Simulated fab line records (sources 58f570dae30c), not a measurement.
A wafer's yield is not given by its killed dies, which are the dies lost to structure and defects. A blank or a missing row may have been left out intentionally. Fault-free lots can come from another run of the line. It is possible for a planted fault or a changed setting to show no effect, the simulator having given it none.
Problem report, 8D (eight disciplines) form, completed by code ; flow berkeley-cmos170 ; the parts of the form that need people (team, actions taken, sign-off) are left out

## 1. THE PROBLEM
NWELL_TW at UCB170_NWELL_TW_MEAS_16 reads a mean of 1493 on 9 wafers of 3 lots; wafers without a fault read 1246 with a standard deviation of 13. Relative to the usual mean, that is a shift of +19 standard deviations.
Seen first at day 4 03:19 on film-metro-01, wafer L147.1. Wafers with a number at this step in the record: 39, from 13 lots. Rule for "out" (also "out of limits"): further than 4 standard deviations from the usual mean. The other wafers with a number count as sound.

## 2. WHAT IT IS; WHAT IT IS NOT
question;is;is not
which readings at this step;NWELL_TW;-
which lots;L147, L149, L150;L139, L152, L154, L155, L156, L157, L158, L160, L161, L162
which wafers of those lots;all that have a number;-
read on which gauges;film-metro-01, film-metro-02, film-metro-03;-
when;from day 4 03:19;"up to then (3 sound wafers); but 27 sound wafers of L152, L154, L155, L156, L157, L158, L160, L161, L162 came after"

## 3. SUSPECTS, AND WHAT RULES EACH OUT
Counting: a tool stays on the suspect list if, at a process step up to the reading, it processed all lots that are out and no sound lot following the first of them.
- the gauge at UCB170_NWELL_TW_MEAS_16 has been ruled out. The wafers that are out were read on 3 gauges (film-metro-01, film-metro-02, film-metro-03).
- implanter-02 at UCB170_NWELL_IMPLANT_14: kept. It ran every lot that is out, first L147 (day 4 03:04), and no sound lot after that. On those wafers its own readings are out: dose-ions-cm2, faraday-current-uA.
Left after counting: implanter-02 at UCB170_NWELL_IMPLANT_14.

## 4. THE CAUSE (what the simulator had put in)
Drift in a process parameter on implanter-02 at UCB170_NWELL_IMPLANT_14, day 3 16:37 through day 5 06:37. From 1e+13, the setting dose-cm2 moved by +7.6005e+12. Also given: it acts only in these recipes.
After counting, this tool was the only one left.

## 5. THE EFFECT CHAIN, in route order
Each row: a reading whose mean over the struck wafers that have a number lies more than 3 standard deviations from the usual. Readings are gone through only where the record gives a usual standard deviation; hours: the median, over the lots, of the time from a lot's start at the first step in this table giving one to that lot's start at this step; sigmas: the change measured in usual standard deviations.
hours;step;reading;usual;on struck wafers;change;sigmas
0;UCB170_NWELL_IMPLANT_14;dose-ions-cm2;1e+13;2e+13;+8e+12;+99 or more
0;UCB170_NWELL_IMPLANT_14;faraday-current-uA;31.7;55.7;+24.0;+39
0;UCB170_NWELL_TW_MEAS_16;NWELL_TW;1246;1493;+247;+19
It contains these process steps:
- UCB170_NWELL_IMPLANT_14

## 6. HOW IT WOULD HAVE BEEN CAUGHT EARLIER
11 hours passed between the start of the fault at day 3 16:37 and the first reading out of limits at a measuring or inspecting step in this record, taken at day 4 03:19.
The tool's own readings at UCB170_NWELL_IMPLANT_14 were out on every struck wafer that the step has a row for (dose-ions-cm2, faraday-current-uA): an alarm limit on them would have fired on the first of those.
L149, L150, from the lots that are out (3), started UCB170_NWELL_IMPLANT_14 on implanter-02 later than day 4 03:19. A hold on the tool at that time would have spared those 2.
